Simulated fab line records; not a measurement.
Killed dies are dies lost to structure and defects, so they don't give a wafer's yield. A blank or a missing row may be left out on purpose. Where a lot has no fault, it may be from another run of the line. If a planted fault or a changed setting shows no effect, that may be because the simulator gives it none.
Which tool was responsible?    flow rit-cmos    14 lots with 42 wafers sampled at 2 steps, on a route of 202 steps

WHAT EACH GAUGE READ, for each wafer
RIT_ACTIVE_THK_MEAS_04.
lot   measured     on             ACTIVE_NITRIDE_THK (nm)
L461  day 1 21:13  film-metro-03  151.0 151.2 150.3
L462  day 2 01:28  film-metro-01  153.4 151.8 152.9
L464  day 2 11:38  film-metro-03  151.2 151.6 150.5
L466  day 2 20:34  film-metro-01  149.2 149.5 150.0
L467  day 3 00:33  film-metro-04  152.1 152.7 151.8
L468  day 3 07:19  film-metro-04  299.4 298.1 297.6
L469  day 3 12:57  film-metro-04  147.2 147.5 147.5
L470  day 3 16:25  film-metro-03  147.7 150.2 149.3
L473  day 4 08:22  film-metro-03  150.9 151.1 151.3
L475  day 4 18:24  film-metro-04  149.9 149.3 148.1
L478  day 5 09:43  film-metro-01  298.6 300.0 299.9
L480  day 5 18:06  film-metro-01  152.1 151.1 151.4
L481  day 6 00:16  film-metro-03  153.1 152.2 152.0
L482  day 6 03:32  film-metro-03  150.6 150.4 150.7

WHICH TOOL RAN EACH LOT (tool, then ch and the chambers of the sampled wafers, then the start)
lot   RIT_ACTIVE_CVD_03
L461  lpcvd-01 ch 1, day 1 19:47
L462  lpcvd-01 ch 1, day 2 00:01
L464  lpcvd-02 ch 0, day 2 10:13
L466  lpcvd-01 ch 1, day 2 19:08
L467  lpcvd-01 ch 0, day 2 23:07
L468  lpcvd-01 ch 0, day 3 04:19
L469  lpcvd-02 ch 0, day 3 11:32
L470  lpcvd-02 ch 1, day 3 14:59
L473  lpcvd-01 ch 0, day 4 06:56
L475  lpcvd-01 ch 0, day 4 16:58
L478  lpcvd-02 ch 1, day 5 06:11 and lpcvd-01 ch 1, day 5 08:17
L480  lpcvd-02 ch 1, day 5 16:40
L481  lpcvd-01 ch 0, day 5 22:08
L482  lpcvd-01 ch 1, day 6 02:07
- RIT_ACTIVE_CVD_03: deposits Si3N4 from SiH2Cl2/NH3, target thk 150 nm, time 1500 s.

WHAT THE TOOLS THEMSELVES READ (means of the sampled wafers that have a number; where no wafer has one, the mark that the record gives instead)
RIT_ACTIVE_CVD_03.
lot   tool               zone-power-source-pct (%)
L461  lpcvd-01           18.7
L462  lpcvd-01           18.7
L464  lpcvd-02           21.5
L466  lpcvd-01           18.6
L467  lpcvd-01           20.2
L468  lpcvd-01           20.1
L469  lpcvd-02           21.3
L470  lpcvd-02           19.8
L473  lpcvd-01           20.1
L475  lpcvd-01           20.2
L478  lpcvd-02/lpcvd-01  19.2
L480  lpcvd-02           19.7
L481  lpcvd-01           20.1
L482  lpcvd-01           18.8

THE ANSWER, worked out from the rows above alone
Rule: usual is defined by the lots themselves. Put in order of their means at a reading, lots are off if they are a third of the lots or fewer, leave a main group of 4 or more, and stand apart from it by a gap of 3 or more times the standard deviation of the main group's means; of several such gaps the widest counts. If all means in a main group match to the digits the tables above print for the reading, that group is not used. A lot without any number at a reading at which 4 lots or more have one is off too. The other lots that the step has rows for count as sound. Order of review: gauges by route order, followed by the tools' own readings, for which a lot's mean as printed above is used. The first step at which some lot is off is used, and at that step the reading that is off furthest; a lot without a number counts as furthest.
Off: L468, L478, at RIT_ACTIVE_THK_MEAS_04 (ACTIVE_NITRIDE_THK). The main group: mean 150.6 nm, standard deviation 1.5.
If a tool, at a process step before that reading, ran all the lots that are off and no sound lot after the first of them, it fits. Gauges at RIT_ACTIVE_THK_MEAS_04: tried the same way as those tools. Not one of the candidates tried fits.

WHAT HAD BEEN PUT IN BY THE SIMULATOR
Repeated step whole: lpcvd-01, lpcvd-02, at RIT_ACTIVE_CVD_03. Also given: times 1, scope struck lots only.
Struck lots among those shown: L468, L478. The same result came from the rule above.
